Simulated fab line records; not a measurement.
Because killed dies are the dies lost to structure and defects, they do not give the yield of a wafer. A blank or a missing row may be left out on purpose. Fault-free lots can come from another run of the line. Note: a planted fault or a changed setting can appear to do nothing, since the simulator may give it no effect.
Which of the tools did it? :: flow berkeley-cmos170 :: 13 lots with 39 wafers sampled at 2 steps, on a route of 331 steps

== WHAT EACH GAUGE READ, for each wafer ==
UCB170_ACTIVE_CD_MEAS_13: the cd target is 1200 nm.
lot: L233
measured: day 5 00:49
on: cd-sem-01
cd-nm (nm): 1198.8 1199.5 1198.7

lot: L232
measured: day 5 01:25
on: cd-sem-01
cd-nm (nm): 1200.2 1199.6 1200.3

lot: L234
measured: day 5 07:22
on: cd-sem-01
cd-nm (nm): 1201.1 1200.8 1201.6

lot: L235
measured: day 5 20:57
on: cd-sem-02
cd-nm (nm): 1200.2 1201.1 1199.9

lot: L236
measured: day 5 21:28
on: cd-sem-01
cd-nm (nm): 1200.6 1199.5 1201.6

lot: L237
measured: day 5 21:40
on: cd-sem-01
cd-nm (nm): 1199.8 1201.5 1199.9

lot: L238
measured: day 6 04:19
on: cd-sem-01
cd-nm (nm): 1201.2 1201.3 1200.2

lot: L240
measured: day 6 13:01
on: cd-sem-01
cd-nm (nm): 1200.1 1199.3 1201.1

lot: L242
measured: day 7 07:13
on: cd-sem-01
cd-nm (nm): 1378.3 1378.6 1377.3

lot: L245
measured: day 7 15:13
on: cd-sem-01
cd-nm (nm): 1202.5 1201.7 1204.1

lot: L248
measured: day 8 09:27
on: cd-sem-01
cd-nm (nm): 1197.5 1197.2 1197.2

lot: L252
measured: day 9 06:38
on: cd-sem-01
cd-nm (nm): 1198.5 1197.6 1198.1

lot: L254
measured: day 9 17:50
on: cd-sem-02
cd-nm (nm): 1198.0 1200.1 1199.1

== WHICH TOOL RAN EACH LOT (tool, then ch and the chambers of the sampled wafers, then the start) ==
lot: L233
UCB170_ACTIVE_EXPOSE_10: krf-scanner-01 ch 0, day 4 23:59

lot: L232
UCB170_ACTIVE_EXPOSE_10: krf-scanner-02 ch 0, day 5 00:13

lot: L234
UCB170_ACTIVE_EXPOSE_10: krf-scanner-01 ch 0, day 5 06:58

lot: L235
UCB170_ACTIVE_EXPOSE_10: krf-scanner-01 ch 0, day 5 19:57

lot: L236
UCB170_ACTIVE_EXPOSE_10: krf-scanner-02 ch 0, day 5 20:13

lot: L237
UCB170_ACTIVE_EXPOSE_10: krf-scanner-01 ch 0, day 5 20:26

lot: L238
UCB170_ACTIVE_EXPOSE_10: krf-scanner-02 ch 0, day 6 03:37

lot: L240
UCB170_ACTIVE_EXPOSE_10: krf-scanner-02 ch 0, day 6 12:15

lot: L242
UCB170_ACTIVE_EXPOSE_10: krf-scanner-02 ch 0, day 7 06:14

lot: L245
UCB170_ACTIVE_EXPOSE_10: krf-scanner-02 ch 0, day 7 14:38

lot: L248
UCB170_ACTIVE_EXPOSE_10: krf-scanner-01 ch 0, day 8 09:04

lot: L252
UCB170_ACTIVE_EXPOSE_10: krf-scanner-02 ch 0, day 9 06:07

lot: L254
UCB170_ACTIVE_EXPOSE_10: krf-scanner-02 ch 0, day 9 17:08
- UCB170_ACTIVE_EXPOSE_10: exposes mask ACTIVE, target cd 1200 nm.

== AS READ BY THE TOOLS THEMSELVES (means over the sampled wafers that have a number; for cases with no such wafer, the mark the record gives instead) ==
The record holds no such reading with a usual standard deviation.

== THE ANSWER, worked out from the rows above alone ==
Rule: usual is defined by the lots themselves. Put in order of their means at a reading, lots are off if they are a third of the lots or fewer, leave a main group of 4 or more, and stand apart from it by a gap of 3 or more times the standard deviation of the main group's means; of several such gaps the widest counts. A main group is skipped when, at the precision printed for the reading in the tables above, its means are all equal. Also off: a lot with no number at a reading for which 4 or more lots have one. The other lots that the step has rows for count as sound. First the gauges in route order, then the tools' own readings, where a lot's mean is used as printed above. At the first step where some lot is off, the reading lying furthest off is the one used; lots without a number count as furthest.
Off at UCB170_ACTIVE_CD_MEAS_13 (cd-nm): L242. Mean 1200.0 nm and standard deviation 1.4 in the main group.
If a tool, at a process step before that reading, ran all the lots that are off and no sound lot after the first of them, it fits. Gauges at UCB170_ACTIVE_CD_MEAS_13: tried the same way as those tools. None of those tried fits.

== WHAT THE SIMULATOR HAD INSERTED ==
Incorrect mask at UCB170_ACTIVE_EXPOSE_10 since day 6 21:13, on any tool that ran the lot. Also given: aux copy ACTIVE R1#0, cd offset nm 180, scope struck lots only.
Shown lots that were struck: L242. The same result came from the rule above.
